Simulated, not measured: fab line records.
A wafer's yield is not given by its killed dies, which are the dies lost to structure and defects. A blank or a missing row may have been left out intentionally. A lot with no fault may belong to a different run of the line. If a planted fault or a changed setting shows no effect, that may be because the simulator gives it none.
Comparing a struck lot with a sound one || flow rit-cmos || 19 out of 202 route steps
Sound: the wafers L121.2, L121.4, L121.5. Wafers L126.2, L126.4, L126.5 were the ones struck. Last of all comes the cause.
Each step with rows lists, per side, the tool, then ch with its chambers, then its first start. Under that, the readings that differ: sound wafers || struck wafers || difference of the means || sigmas: that difference in standard deviations of wafers without a fault.
alike: a reading whose means differ by less than 2 such deviations, as well as words and numbers matching on both sides. not compared: withheld readings; readings where some wafer has no value; bounds like >300 that might hide an equal value; numbers whose values overlap and for which the record gives no deviation.
A row with sigmas, a row that says differs or no value, or rows on one side alone: a step with any of these is where the two part. Non-overlapping numbers with no deviation appear without sigmas and do not part them. A reading that every wafer of one side lacks parts them only if that side has two wafers or more.

first, 2 steps without rows for these wafers: RIT_NLDD_PEB_04; RIT_NLDD_DEVELOP_05 (develop time 50 s).
RIT_NLDD_OVL_MEAS_06:
  sound: overlay-01 at day 3 20:17; struck: overlay-01 at day 5 02:02
  alike: NLDD_OVL
then, 2 steps without rows for these wafers: RIT_NLDD_HARDBAKE_07 (time 60 s); RIT_NLDD_IMPLANT_08.
RIT_NLDD_STRIP_09: strips in O2, time 180 s.
  sound on plasma-asher-01 ch 0, day 3 20:37; struck on plasma-asher-03 ch 0,1, day 5 02:25
  alike: drypump-motor-current-A
  not compared: rf-hours-counter-h
RIT_NLDD_TW_MEAS_10:
  sound: film-metro-02 at day 3 20:48; struck: film-metro-03 at day 5 02:37
{"reading": "NLDD_TW", "sound": "2519 2526 2542", "struck": "2481 2470 2485", "difference": -50, "sigmas": -3}
then, 5 steps without rows for these wafers: RIT_PLDD_HMDS_00 (prime time 60 s); RIT_PLDD_COAT_01 (resist thk 1000 nm); RIT_PLDD_SOFTBAKE_02 (time 60 s); RIT_PLDD_EXPOSE_03 (exposes mask M8, target cd 40900 nm); RIT_PLDD_PEB_04.
RIT_PLDD_DEVELOP_05: develop time 50 s.
  sound on litho-track-01 ch 0, day 3 21:00; struck on litho-track-01 ch 0, day 5 03:00
RIT_PLDD_OVL_MEAS_06:
  sound: overlay-02 at day 3 21:50; struck: overlay-01 at day 5 03:38
  alike: PLDD_OVL
then, 2 steps without rows for these wafers: RIT_PLDD_HARDBAKE_07 (time 60 s); RIT_PLDD_IMPLANT_08.
RIT_PLDD_STRIP_09: strips in O2, time 180 s.
  sound on plasma-asher-04 ch 0,1, day 3 22:10; struck on plasma-asher-01 ch 0,1, day 5 03:58
  alike: drypump-motor-current-A
  not compared: rf-hours-counter-h
RIT_PLDD_TW_MEAS_10:
  sound: film-metro-02 at day 3 22:20; struck: film-metro-03 at day 5 04:23
{"reading": "PLDD_TW", "sound": "2379 2377 2387", "struck": "30 30 30", "difference": -2351, "sigmas": "-99 or more"}
  not compared: hold
RIT_M1_PROBE_99:
  sound wafers here have rows in the record (prober-02, day 4 13:36); struck ones have none

== WHERE THEY PART ==
At RIT_NLDD_TW_MEAS_10 first; at RIT_M1_PROBE_99 last (within this record only).

WHY: the cause the simulator had injected
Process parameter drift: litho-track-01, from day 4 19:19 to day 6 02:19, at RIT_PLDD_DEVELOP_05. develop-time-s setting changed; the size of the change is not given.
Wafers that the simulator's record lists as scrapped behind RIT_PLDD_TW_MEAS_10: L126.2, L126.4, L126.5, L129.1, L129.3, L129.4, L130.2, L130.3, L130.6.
